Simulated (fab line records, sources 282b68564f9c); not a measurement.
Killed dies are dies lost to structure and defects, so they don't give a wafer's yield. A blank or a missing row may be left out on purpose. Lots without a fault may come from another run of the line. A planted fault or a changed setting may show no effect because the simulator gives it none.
Which tool did it? | flow rit_cmos | 7 lots, 21 wafers sampled, at 4 steps of a route of 202

WHAT THE GAUGES READ, wafer by wafer
RIT_SDANNEAL_RS_MEAS_06: measures by four-point-probe.
lot  | measured    | on            | PLDD_RS (ohm/sq)
L507 | day 3 17:52 | film_metro-01 | 178.6 177.9 178.2
L511 | day 4 12:43 | film_metro-02 | 178.1 178.9 178.0
L513 | day 5 01:40 | film_metro-02 | 179.0 178.8 178.9
L515 | day 5 10:25 | film_metro-01 | 177.5 177.6 178.6
L517 | day 5 22:17 | film_metro-04 | 178.7 178.7 179.3
L522 | day 7 08:20 | film_metro-02 | 178.2 177.9 178.2
L528 | day 8 09:27 | film_metro-04 | 179.4 179.5 179.0

WHICH TOOL RAN EACH LOT (tool, then ch and the chambers of the sampled wafers, then the start)
lot  | RIT_NRETRO_STRIP_09                 | RIT_NSD_STRIP_09                    | RIT_SDANNEAL_RTA_03
L507 | plasma_asher-01 ch 0,1, day 2 22:23 | plasma_asher-04 ch 0,1, day 3 15:31 | rtp_anneal-02 ch 0, day 3 17:34
L511 | plasma_asher-02 ch 0,1, day 3 13:52 | plasma_asher-03 ch 0, day 4 10:11   | rtp_anneal-02 ch 0, day 4 12:25
L513 | plasma_asher-03 ch 0,1, day 4 01:46 | plasma_asher-03 ch 0,1, day 4 23:21 | rtp_anneal-02 ch 0, day 5 01:22
L515 | plasma_asher-01 ch 0,1, day 4 09:33 | plasma_asher-04 ch 0,1, day 5 08:05 | rtp_anneal-02 ch 0, day 5 10:07
L517 | plasma_asher-01 ch 0,1, day 4 22:29 | plasma_asher-03 ch 0,1, day 5 19:58 | rtp_anneal-02 ch 0, day 5 21:58
L522 | plasma_asher-03 ch 0,1, day 5 23:32 | plasma_asher-01 ch 0,1, day 7 05:53 | rtp_anneal-01 ch 0, day 7 08:02
L528 | plasma_asher-03 ch 0,1, day 7 10:03 | plasma_asher-01 ch 0,1, day 8 07:01 | rtp_anneal-01 ch 0, day 8 09:09
- RIT_NRETRO_STRIP_09: strips in O2, time 180 s.
- RIT_NSD_STRIP_09: strips in O2, time 180 s.
- RIT_SDANNEAL_RTA_03: time 5 s.

THE ANSWER, worked out from the rows above alone
Rule: what is usual is taken from the lots themselves. Put in order of their means at a reading, lots are off if they are a third of the lots or fewer, leave a main group of 4 or more, and stand apart from it by a gap of 3 or more times the standard deviation of the main group's means; of several such gaps the widest counts. A main group whose means are all the same, to the digits that the tables above print for the reading, isn't used. A lot without any number at a reading at which 4 lots or more have one is off too. The other lots that the step has rows for count as sound.
No lot is off at any reading shown: from this, nothing can be told.

WHAT THE SIMULATOR HAD PUT IN
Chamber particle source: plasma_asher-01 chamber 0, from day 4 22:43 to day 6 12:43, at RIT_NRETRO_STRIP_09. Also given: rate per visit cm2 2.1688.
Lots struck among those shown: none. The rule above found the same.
